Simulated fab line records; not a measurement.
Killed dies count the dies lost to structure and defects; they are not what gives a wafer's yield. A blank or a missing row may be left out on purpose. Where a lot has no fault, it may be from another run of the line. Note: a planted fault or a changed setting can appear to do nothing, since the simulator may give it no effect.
fab line records	flow berkeley-cmos170
record: lots: 5	wafers: 23
route steps=331 shown START@3 NWELL@18 PWELL@36 WELLDRIVE@56 PFIELD@80 FIELD@90 PVT@118 GATE@125
start-h: start of the lot's first displayed wafer, in hours after the record's first day	wait-h: time in hours since the lot's previous step	" the same as in the row above	L1.1+2: a single row standing in for several wafers	- no value present, or no start provided	* or withheld: withheld	< > ~ a bound
route shown NAME@n: names a module that has steps shown in the file, with the first one's number in the route	usual: the fault-free wafers' mean and standard deviation	same: alike in all rows	chamber/n: place in a boat	sites: per-site readings	_std_site: how widely they spread, as a standard deviation	_edge_site: outer sites' mean less inner sites'	radius-mm: for every site, how far away it sits from the centre of the wafer	mask NAME#n: copy n	behind: the tool/chamber that last shaped the wafer	hold: why the lot went on hold/how many hours it stayed there/how the hold came to an end	device: which transistor (n, p or np) failed to switch	end of line: at the end of the route, the tests of the same wafers	a step given without rows: its recipe and nothing more	killed: count of dies lost to structure and defects at first sort (not the wafer's yield)	map: the dies of a wafer, with x for killed, . for not killed, _ for no die there
set.NAME: setting as actually run; set.NAME@STEP: the setting as run at that earlier step	model.NAME: the simulator's own value behind a step, which no gauge read
lots with deliberately changed settings; one table per step, one row per wafer
== steps ==
step: UCB170_START_OXIDATION_02
recipe: temp-c: 950	ambient: O2	target-thk-a: 200	ox-time-s: 1800
lot.wafer	tool	chamber	start-h	wait-h	set.temp-c	model.SiO2_of_START_OXIDATION_02.thk-nm
L074.1	-	-	-	6.3	930.1	16.58
L074.2	"	-	"	"	930.1	16.53
L074.4	"	-	"	"	930.1	16.13
L074.5	"	-	"	"	930.1	16.04
L074.6	"	-	"	"	930.1	16.22
L075.1	-	-	-	1.3	932.1	16.08
L075.3	"	-	"	"	932.1	16.17
L075.4	"	-	"	"	932.1	16.24
L075.5	"	-	"	"	932.1	16.16
L075.6	"	-	"	"	932.1	16.13
L078.1	furnace-02	0	34.22	4.1	950	20.76
L078.4	"	0	"	"	950	20.55
L078.5	"	0	"	"	950	20.5
L079.1	-	-	-	6.5	931.8	16.97
L079.2	"	-	"	"	931.8	17.15
L079.3	"	-	"	"	931.8	17.01
L079.4	"	-	"	"	931.8	17.32
L079.5	"	-	"	"	931.8	16.91
L082.1	-	-	-	3.9	950	20.19
L082.2	"	-	"	"	950	20.17
L082.4	"	-	"	"	950	20.06
L082.5	"	-	"	"	950	20.41
L082.6	"	-	"	"	950	20.31
step: UCB170_START_THK_MEAS_03
recipe: reads: SiO2_of_START_OXIDATION_02
usual: START_OXIDE_THK: 20.2/0.34
lot.wafer	tool	chamber	start-h	wait-h	set.temp-c@START_OXIDATION_02	START_OXIDE_THK[nm]
L074.1	film-metro-04	-	-	-	930.1	16.6
L074.2	"	-	"	"	930.1	16.5
L074.4	"	-	"	"	930.1	16.2
L074.5	"	-	"	"	930.1	16.1
L074.6	"	-	"	"	930.1	16.2
L075.1	film-metro-03	-	-	-	932.1	16.1
L075.3	"	-	"	"	932.1	16.1
L075.4	"	-	"	"	932.1	16.2
L075.5	"	-	"	"	932.1	16.2
L075.6	"	-	"	"	932.1	16.1
L078.1	film-metro-02	-	35.72	0.0	950	20.7
L078.4	"	-	"	"	950	20.5
L078.5	"	-	"	"	950	20.5
L079.1	film-metro-04	-	-	-	931.8	17.0
L079.2	"	-	"	"	931.8	17.2
L079.3	"	-	"	"	931.8	17.0
L079.4	"	-	"	"	931.8	17.3
L079.5	"	-	"	"	931.8	16.9
L082.1	film-metro-02	-	-	-	950	20.2
L082.2	"	-	"	"	950	20.1
L082.4	"	-	"	"	950	20.1
L082.5	"	-	"	"	950	20.4
L082.6	"	-	"	"	950	20.3
step: UCB170_NWELL_CVD_04
recipe: material: Si3N4	target-thk-nm: 224	temp-c: 800	precursor: SiH2Cl2/NH3	time-s: 3360	pressure-mtorr: 200	sih2cl2-flow-sccm: 25	nh3-flow-sccm: 75
lot.wafer	tool	chamber	start-h	wait-h	set.sih2cl2-flow-sccm	model.Si3N4_of_NWELL_CVD_04.thk-nm
L074.1	-	-	-	0.0	25	223.4
L074.2	"	-	"	"	25	223.8
L074.4	"	-	"	"	25	222.1
L074.5	"	-	"	"	25	222.5
L074.6	"	-	"	"	25	224.1
L075.1	-	-	-	0.0	23.2	219.7
L075.3	"	-	"	"	23.2	220.6
L075.4	"	-	"	"	23.2	220.4
L075.5	"	-	"	"	23.2	221.2
L075.6	"	-	"	"	23.2	222.9
L078.1+4	lpcvd-01	1	52.86	0.0	25	225.3
L078.5	"	1	"	"	25	223
L079.1	-	-	-	0.0	27.22	228.3
L079.2+5	"	-	"	"	27.22	227.6
L079.3	"	-	"	"	27.22	228.7
L079.4	"	-	"	"	27.22	228.5
L082.1	-	-	-	0.0	22.86	218.6
L082.2	"	-	"	"	22.86	216.5
L082.4	"	-	"	"	22.86	220
L082.5	"	-	"	"	22.86	218.3
L082.6	"	-	"	"	22.86	218.7
step: UCB170_PWELL_OXIDATION_02
recipe: temp-c: 1000	ambient: O2	target-thk-a: 264	ox-time-s: 1260
lot.wafer	tool	chamber	start-h	wait-h	set.ox-time-s	model.SiO2_of_PWELL_OXIDATION_02.thk-nm
L074.1	-	-	-	3.0	1260	26.76
L074.2+6	"	-	"	"	1260	27.03
L074.4	"	-	"	"	1260	26.72
L074.5	"	-	"	"	1260	27.13
L075.1	-	-	-	3.0	1434	29.32
L075.3	"	-	"	"	1434	29.35
L075.4	"	-	"	"	1434	28.92
L075.5	"	-	"	"	1434	29.01
L075.6	"	-	"	"	1434	28.78
L078.1	furnace-03	0	64.11	1.4	1260	27.03
L078.4	"	0	"	"	1260	27.27
L078.5	"	0	"	"	1260	26.74
L079.1	-	-	-	0.9	1145	25.49
L079.2	"	-	"	"	1145	25.15
L079.3	"	-	"	"	1145	25.38
L079.4	"	-	"	"	1145	25.65
L079.5	"	-	"	"	1145	25.32
L082.1	-	-	-	2.0	1112	24.88
L082.2	"	-	"	"	1112	25.24
L082.4	"	-	"	"	1112	25.27
L082.5	"	-	"	"	1112	25.5
L082.6	"	-	"	"	1112	25.51
step: UCB170_PWELL_THK_MEAS_03
recipe: reads: SiO2_of_PWELL_OXIDATION_02
usual: PWELL_OXIDE_THK: 26.8/0.6
lot.wafer	tool	chamber	start-h	wait-h	set.ox-time-s@PWELL_OXIDATION_02	PWELL_OXIDE_THK[nm]
L074.1	film-metro-02	-	-	-	1260	26.8
L074.2	"	-	"	"	1260	27.0
L074.4	"	-	"	"	1260	26.7
L074.5	"	-	"	"	1260	27.1
L074.6	"	-	"	"	1260	27.1
L075.1	film-metro-04	-	-	-	1434	29.3
L075.3	"	-	"	"	1434	29.3
L075.4	"	-	"	"	1434	28.9
L075.5	"	-	"	"	1434	29.1
L075.6	"	-	"	"	1434	28.8
L078.1	film-metro-01	-	65.52	0.1	1260	27.0
L078.4	"	-	"	"	1260	27.2
L078.5	"	-	"	"	1260	26.8
L079.1	film-metro-01	-	-	-	1145	25.5
L079.2	"	-	"	"	1145	25.2
L079.3	"	-	"	"	1145	25.4
L079.4	"	-	"	"	1145	25.6
L079.5	"	-	"	"	1145	25.3
L082.1	film-metro-01	-	-	-	1112	24.8
L082.2	"	-	"	"	1112	25.2
L082.4	"	-	"	"	1112	25.3
L082.5	"	-	"	"	1112	25.4
L082.6	"	-	"	"	1112	25.5
step: UCB170_PWELL_PEB_11
recipe: peb-temp-c: 130	peb-time-s: withheld	resist: KrF
lot.wafer	tool	chamber	start-h	wait-h	set.peb-temp-c
L074.1+2	litho-track-04	0	56.87	0.1	130
L074.4+5+6	"	0	"	"	127.9
L075.1+3	litho-track-01	0	57.19	0.2	127.1
L075.4+5+6	"	0	"	"	130
L078.1+4+5	litho-track-01	0	72.61	0.1	130
L079.1+3+5	litho-track-04	0	80.84	0.4	130
L079.2+4	"	0	"	"	126.4
L082.1+4+5	litho-track-03	0	90.05	0.6	130
L082.2+6	"	0	"	"	128.8
step: UCB170_PWELL_DEVELOP_12
recipe: developer: TMAH	develop-time-s: 45	resist: KrF	dev-temp-c: 21
step: UCB170_PWELL_ETCH_14
recipe: chemistry: CH3F/Ar/O2	target: Si3N4	stop-on: SiO2	CH3F_flow_sccm: 20	Ar_flow_sccm: 50	O2_flow_sccm: 7	pressure-mtorr: 50	rf-w: 450	target-depth-a: 2420	over-etch-frac: 0.1	time-s: 151
lot.wafer	tool	chamber	start-h	wait-h	set.peb-temp-c@PWELL_PEB_11	model.PWELL.cd-nm
L074.1	rie-diel-03	2	57.18	0.0	130	3000
L074.2	"	0	"	"	130	2999
L074.4+6	"	1	"	"	127.9	2984
L074.5	"	2	"	"	127.9	2983
L075.1+3	rie-diel-01	1,3	57.50	0.0	127.1	2976
L075.4	"	2	"	"	130	2997
L075.5	"	2	"	"	130	2996
L075.6	"	1	"	"	130	2998
L078.1+4	rie-diel-02	0,3	72.92	0.0	130	3000
L078.5	"	3	"	"	130	2999
L079.1+5	rie-diel-01	3,0	81.15	0.0	130	3001
L079.2	"	1	"	"	126.4	2972
L079.3	"	2	"	"	130	2998
L079.4	"	0	"	"	126.4	2970
L082.1+4+5	rie-diel-02	3,1,1	90.36	0.0	130	3002
L082.2	"	0	"	"	128.8	2993
L082.6	"	0	"	"	128.8	2992
step: UCB170_WELLDRIVE_OXIDATION_01
recipe: temp-c: 1100	ambient: O2	target-thk-a: 1990	ox-time-s: 9000
lot.wafer	tool	chamber	start-h	wait-h	set.ox-time-s	model.SiO2_of_WELLDRIVE_OXIDATION_01.thk-nm
L074.1	-	-	-	4.0	9000	194.9
L074.2	"	-	"	"	9000	195.6
L074.4	"	-	"	"	9000	194.7
L074.5	"	-	"	"	9000	195.1
L074.6	"	-	"	"	9000	197.6
L075.1	-	-	-	3.5	8261	185.9
L075.3	"	-	"	"	8261	189.9
L075.4	"	-	"	"	8261	186.5
L075.5	"	-	"	"	8261	187.6
L075.6	"	-	"	"	8261	190.7
L078.1	furnace-03	0	83.81	2.7	9000	200.5
L078.4	"	0	"	"	9000	203.3
L078.5	"	0	"	"	9000	200.6
L079.1	-	-	-	3.0	9000	200.3
L079.2	"	-	"	"	9000	199.9
L079.3	"	-	"	"	9000	200.6
L079.4	"	-	"	"	9000	199.4
L079.5	"	-	"	"	9000	204
L082.1	-	-	-	2.0	8474	189.1
L082.2	"	-	"	"	8474	191.4
L082.4	"	-	"	"	8474	189.4
L082.5	"	-	"	"	8474	192
L082.6	"	-	"	"	8474	192.7
step: UCB170_PFIELD_COAT_01
recipe: resist: KrF	spin-rpm: 1500	resist-thk-nm: 900
lot.wafer	tool	chamber	start-h	wait-h	set.resist-thk-nm	model.KrF_of_PFIELD_COAT_01.thk-nm
L074.1	litho-track-03	0	90.93	0.1	951.8	956.2
L074.2	"	0	"	"	900	904.2
L074.4	"	0	"	"	900	903.9
L074.5	"	0	"	"	951.8	955.6
L074.6	"	0	"	"	951.8	955.8
L075.1	litho-track-02	0	91.05	0.1	923.6	922.1
L075.3	"	0	"	"	900	901.6
L075.4	"	0	"	"	900	899.3
L075.5	"	0	"	"	900	899.7
L075.6	"	0	"	"	923.6	922.3
L078.1	litho-track-02	0	107.20	0.1	900	897.3
L078.4	"	0	"	"	900	898.3
L078.5	"	0	"	"	900	897.8
L079.1	litho-track-04	0	107.93	0.1	900	900.5
L079.2	"	0	"	"	900	897.8
L079.3	"	0	"	"	900	899.5
L079.4	"	0	"	"	900	900.7
L079.5	"	0	"	"	900	900.3
L082.1	litho-track-04	0	120.61	0.1	920.8	922.9
L082.2	"	0	"	"	900	901.6
L082.4	"	0	"	"	920.8	926.3
L082.5	"	0	"	"	900	902.6
L082.6	"	0	"	"	920.8	921.9
step: UCB170_PFIELD_SOFTBAKE_02
recipe: resist: KrF	temp-c: 130	time-s: 60
step: UCB170_PFIELD_EXPOSE_03
recipe: mask-id: PFIELD	na: 0.5	sigma-outer: 0.6	source-shape: conventional	target-cd-nm: 1500	dose-mj: 30
step: UCB170_PFIELD_IMPLANT_07
recipe: species: B	dose-cm2: 2e+13	energy-kev: 80	tilt-deg: 7
step: UCB170_PFIELD_STRIP_08
recipe: chemistry: O2	power-w: 400	pressure-mtorr: 3500	platen-temp-c: withheld	o2-flow-sccm: 400	overash-fraction: 0.5
usual: strip-time-to-endpoint-s: 21.63/0.061
lot.wafer	tool	chamber	start-h	wait-h	set.resist-thk-nm@PFIELD_COAT_01	strip-time-to-endpoint-s
L074.1	plasma-asher-01	1	91.81	0.1	951.8	22.96
L074.2	"	0	"	"	900	21.71
L074.4	"	1	"	"	900	21.72
L074.5	"	0	"	"	951.8	22.96
L074.6	"	1	"	"	951.8	22.97
L075.1	plasma-asher-03	0	92.32	0.1	923.6	22.16
L075.3	"	1	"	"	900	21.67
L075.4	"	0	"	"	900	21.61
L075.5	"	1	"	"	900	21.62
L075.6	"	0	"	"	923.6	22.15
L078.1	plasma-asher-01	0	108.69	0.1	900	21.57
L078.4	"	0	"	"	900	21.58
L078.5	"	1	"	"	900	21.58
L079.1	plasma-asher-01	1	109.14	0.1	900	21.64
L079.2	"	0	"	"	900	21.57
L079.3	"	1	"	"	900	21.62
L079.4	"	0	"	"	900	21.62
L079.5	"	1	"	"	900	21.63
L082.1	plasma-asher-01	1	122.23	0.1	920.8	22.18
L082.2	"	0	"	"	900	21.68
L082.4	"	0	"	"	920.8	22.26
L082.5	"	1	"	"	900	21.68
L082.6	"	0	"	"	920.8	22.16
step: UCB170_FIELD_OXIDATION_01
recipe: temp-c: 1000	ambient: H2O	p-h2o-torr: 584.62	target-thk-a: 5583	ox-time-s: 7200
lot.wafer	tool	chamber	start-h	wait-h	set.ox-time-s	model.SiO2_of_FIELD_OXIDATION_01.thk-nm
L074.1	-	-	-	3.6	7200	556.8
L074.2	"	-	"	"	7200	555.5
L074.4	"	-	"	"	7200	555.7
L074.5	"	-	"	"	7200	557.5
L074.6	"	-	"	"	7200	556.7
L075.1	-	-	-	3.1	7992	592.2
L075.3	"	-	"	"	7992	599.4
L075.4	"	-	"	"	7992	597.8
L075.5	"	-	"	"	7992	586.9
L075.6	"	-	"	"	7992	592.1
L078.1	furnace-02	0	112.91	4.0	7200	549.8
L078.4	"	0	"	"	7200	539.2
L078.5	"	0	"	"	7200	546.5
L079.1	-	-	-	3.6	7806	583.5
L079.2	"	-	"	"	7806	575.3
L079.3	"	-	"	"	7806	587.9
L079.4	"	-	"	"	7806	586.8
L079.5	"	-	"	"	7806	590.9
L082.1	-	-	-	0.5	6868	523.1
L082.2	"	-	"	"	6868	530.9
L082.4	"	-	"	"	6868	527.8
L082.5	"	-	"	"	6868	528
L082.6	"	-	"	"	6868	530.5
step: UCB170_FIELD_THK_MEAS_02
recipe: reads: SiO2_of_FIELD_OXIDATION_01
usual: FIELD_OXIDE_THK: 552/6.7
lot.wafer	tool	chamber	start-h	wait-h	set.ox-time-s@FIELD_OXIDATION_01	FIELD_OXIDE_THK[nm]
L074.1	film-metro-04	-	-	-	7200	557
L074.2	"	-	"	"	7200	556
L074.4	"	-	"	"	7200	556
L074.5	"	-	"	"	7200	557
L074.6	"	-	"	"	7200	557
L075.1	film-metro-01	-	-	-	7992	593
L075.3	"	-	"	"	7992	599
L075.4	"	-	"	"	7992	598
L075.5	"	-	"	"	7992	587
L075.6	"	-	"	"	7992	592
L078.1	film-metro-04	-	115.91	0.0	7200	550
L078.4	"	-	"	"	7200	539
L078.5	"	-	"	"	7200	547
L079.1	film-metro-02	-	-	-	7806	583
L079.2	"	-	"	"	7806	575
L079.3	"	-	"	"	7806	588
L079.4	"	-	"	"	7806	587
L079.5	"	-	"	"	7806	590
L082.1	film-metro-01	-	-	-	6868	523
L082.2	"	-	"	"	6868	531
L082.4	"	-	"	"	6868	527
L082.5	"	-	"	"	6868	528
L082.6	"	-	"	"	6868	531
step: UCB170_FIELD_ANNEAL_03
recipe: temp-c: 1000	time-s: 1200	ambient: N2
step: UCB170_FIELD_WET_ETCH_04
recipe: chemistry: dHF	dilution: 10:1	target: SiO2	temp-c: 25	time-s: 60
step: UCB170_FIELD_WET_ETCH_05
recipe: chemistry: H3PO4	target: Si3N4	temp-c: 160	time-s: 12600
step: UCB170_FIELD_WET_ETCH_06
recipe: chemistry: BOE	dilution: 5:1	target: SiO2	temp-c: 25	time-s: 22
lot.wafer	tool	chamber	start-h	wait-h	set.ox-time-s@FIELD_OXIDATION_01	model.SiO2_of_FIELD_OXIDATION_01.thk-nm
L074.1	wet-bench-04	1	106.44	0.0	7200	439.7
L074.2	"	1	"	"	7200	438.1
L074.4	"	1	"	"	7200	438.7
L074.5	"	1	"	"	7200	440.5
L074.6	"	1	"	"	7200	439.4
L075.1	wet-bench-04	2	106.44	0.0	7992	475.9
L075.3	"	2	"	"	7992	483.5
L075.4	"	2	"	"	7992	482
L075.5	"	2	"	"	7992	470.9
L075.6	"	2	"	"	7992	476.6
L078.1	wet-bench-04	3	123.07	0.0	7200	433.4
L078.4	"	3	"	"	7200	422.4
L078.5	"	3	"	"	7200	430
L079.1	wet-bench-04	3	123.07	0.0	7806	466.1
L079.2	"	3	"	"	7806	457.9
L079.3	"	3	"	"	7806	470.6
L079.4	"	3	"	"	7806	469.5
L079.5	"	3	"	"	7806	473.5
L082.1	wet-bench-04	1	135.06	0.0	6868	405.6
L082.2	"	1	"	"	6868	413.5
L082.4	"	1	"	"	6868	410.6
L082.5	"	1	"	"	6868	410.4
L082.6	"	1	"	"	6868	413.1
step: UCB170_FIELD_THK_MEAS_90
recipe: reads: SiO2_of_FIELD_OXIDATION_01
usual: FIELD_OXIDE_LEFT_1_THK: 435/6.7
lot.wafer	tool	chamber	start-h	wait-h	set.ox-time-s@FIELD_OXIDATION_01	FIELD_OXIDE_LEFT_1_THK[nm]
L074.1	film-metro-01	-	106.46	0.0	7200	440
L074.2	"	-	"	"	7200	438
L074.4	"	-	"	"	7200	438
L074.5	"	-	"	"	7200	440
L074.6	"	-	"	"	7200	440
L075.1	film-metro-04	-	106.46	0.0	7992	476
L075.3	"	-	"	"	7992	484
L075.4	"	-	"	"	7992	482
L075.5	"	-	"	"	7992	471
L075.6	"	-	"	"	7992	476
L079.1	film-metro-01	-	123.08	0.0	7806	466
L079.2	"	-	"	"	7806	458
L079.3	"	-	"	"	7806	470
L079.4	"	-	"	"	7806	469
L079.5	"	-	"	"	7806	474
L078.1	film-metro-02	-	123.10	0.0	7200	434
L078.4	"	-	"	"	7200	422
L078.5	"	-	"	"	7200	430
L082.1	film-metro-04	-	135.07	0.0	6868	406
L082.2	"	-	"	"	6868	413
L082.4	"	-	"	"	6868	410
L082.5	"	-	"	"	6868	410
L082.6	"	-	"	"	6868	413
step: UCB170_PVT_EXPOSE_03
recipe: mask-id: NWELL	target-cd-nm: 3000	na: 0.5	sigma-outer: 0.6	source-shape: conventional	dose-mj: 30
lot.wafer	tool	chamber	start-h	wait-h	mask	set.dose-mj
L075.1+4+6	krf-scanner-02	0	123.86	0.3	NWELL#0	30
L075.3+5	"	0	"	"	NWELL#0	29.22
L074.1+6	krf-scanner-02	0	123.98	0.4	NWELL#0	30
L074.2+4+5	"	0	"	"	NWELL#0	30.73
L079.1+3+4	krf-scanner-02	0	138.33	0.1	NWELL#0	31
L079.2+5	"	0	"	"	NWELL#0	30
L078.1+4+5	krf-scanner-02	0	139.28	0.2	NWELL#0	30
L082.1+2+4	krf-scanner-01	0	149.31	0.1	NWELL#0	31.08
L082.5+6	"	0	"	"	NWELL#0	30
step: UCB170_PVT_PEB_04
recipe: peb-temp-c: 130	peb-time-s: withheld	resist: KrF
step: UCB170_PVT_DEVELOP_05
recipe: developer: TMAH	develop-time-s: 45	resist: KrF	dev-temp-c: 21
step: UCB170_GATE_WET_ETCH_00
recipe: chemistry: dHF	dilution: 25:1	target: SiO2	temp-c: 25	time-s: 200
step: UCB170_FIELD_THK_MEAS_91
recipe: reads: SiO2_of_FIELD_OXIDATION_01
usual: FIELD_OXIDE_LEFT_2_THK: 347/6.6
lot.wafer	tool	chamber	start-h	wait-h	set.ox-time-s@FIELD_OXIDATION_01	FIELD_OXIDE_LEFT_2_THK[nm]
L075.1	film-metro-01	-	124.77	0.0	7992	385
L075.3	"	-	"	"	7992	393
L075.4	"	-	"	"	7992	391
L075.5	"	-	"	"	7992	381
L075.6	"	-	"	"	7992	386
L074.1	film-metro-04	-	124.80	0.0	7200	357
L074.2	"	-	"	"	7200	355
L074.4	"	-	"	"	7200	356
L074.5	"	-	"	"	7200	358
L074.6	"	-	"	"	7200	356
L079.1	film-metro-02	-	139.84	0.0	7806	374
L079.2	"	-	"	"	7806	366
L079.3	"	-	"	"	7806	379
L079.4	"	-	"	"	7806	378
L079.5	"	-	"	"	7806	382
L078.1	film-metro-01	-	140.39	0.0	7200	346
L078.4	"	-	"	"	7200	334
L078.5	"	-	"	"	7200	342
L082.1	film-metro-04	-	150.37	0.0	6868	320
L082.2	"	-	"	"	6868	328
L082.4	"	-	"	"	6868	325
L082.5	"	-	"	"	6868	325
L082.6	"	-	"	"	6868	328
== key ==
split: step: UCB170_START_OXIDATION_02	setting: temp-c	stated: 950	by: lot
response: step: UCB170_START_OXIDATION_02	reading: model.SiO2_of_START_OXIDATION_02.thk-nm	change: +1.96	per: 1%	r: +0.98
response: step: UCB170_START_THK_MEAS_03	reading: START_OXIDE_THK	change: +1.96	per: 1%	r: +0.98
split: step: UCB170_NWELL_CVD_04	setting: sih2cl2-flow-sccm	stated: 25	by: lot
response: step: UCB170_NWELL_CVD_04	reading: model.Si3N4_of_NWELL_CVD_04.thk-nm	change: +0.512	per: 1%	r: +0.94
split: step: UCB170_PWELL_OXIDATION_02	setting: ox-time-s	stated: 1260	by: lot
response: step: UCB170_PWELL_OXIDATION_02	reading: model.SiO2_of_PWELL_OXIDATION_02.thk-nm	change: +0.153	per: 1%	r: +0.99
response: step: UCB170_PWELL_THK_MEAS_03	reading: PWELL_OXIDE_THK	change: +0.154	per: 1%	r: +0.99
split: step: UCB170_PWELL_PEB_11	setting: peb-temp-c	stated: 130	by: wafer
response: step: UCB170_PWELL_ETCH_14	reading: model.PWELL.cd-nm	change: +10	per: 1%	r: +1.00
split: step: UCB170_WELLDRIVE_OXIDATION_01	setting: ox-time-s	stated: 9000	by: lot
response: step: UCB170_WELLDRIVE_OXIDATION_01	reading: model.SiO2_of_WELLDRIVE_OXIDATION_01.thk-nm	change: +1.34	per: 1%	r: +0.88
split: step: UCB170_PFIELD_COAT_01	setting: resist-thk-nm	stated: 900	by: wafer
response: step: UCB170_PFIELD_COAT_01	reading: model.KrF_of_PFIELD_COAT_01.thk-nm	change: +8.95	per: 1%	r: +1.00
response: step: UCB170_PFIELD_STRIP_08	reading: strip-time-to-endpoint-s	change: *	per: 1%	r: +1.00
split: step: UCB170_FIELD_OXIDATION_01	setting: ox-time-s	stated: 7200	by: lot
response: step: UCB170_FIELD_OXIDATION_01	reading: model.SiO2_of_FIELD_OXIDATION_01.thk-nm	change: +4.12	per: 1%	r: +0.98
response: step: UCB170_FIELD_THK_MEAS_02	reading: FIELD_OXIDE_THK	change: +4.12	per: 1%	r: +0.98
response: step: UCB170_FIELD_WET_ETCH_06	reading: model.SiO2_of_FIELD_OXIDATION_01.thk-nm	change: +4.18	per: 1%	r: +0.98
response: step: UCB170_FIELD_THK_MEAS_90	reading: FIELD_OXIDE_LEFT_1_THK	change: +4.18	per: 1%	r: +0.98
response: step: UCB170_FIELD_THK_MEAS_91	reading: FIELD_OXIDE_LEFT_2_THK	change: +3.73	per: 1%	r: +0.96
split: step: UCB170_PVT_EXPOSE_03	setting: dose-mj	stated: 30	by: wafer
response none clear
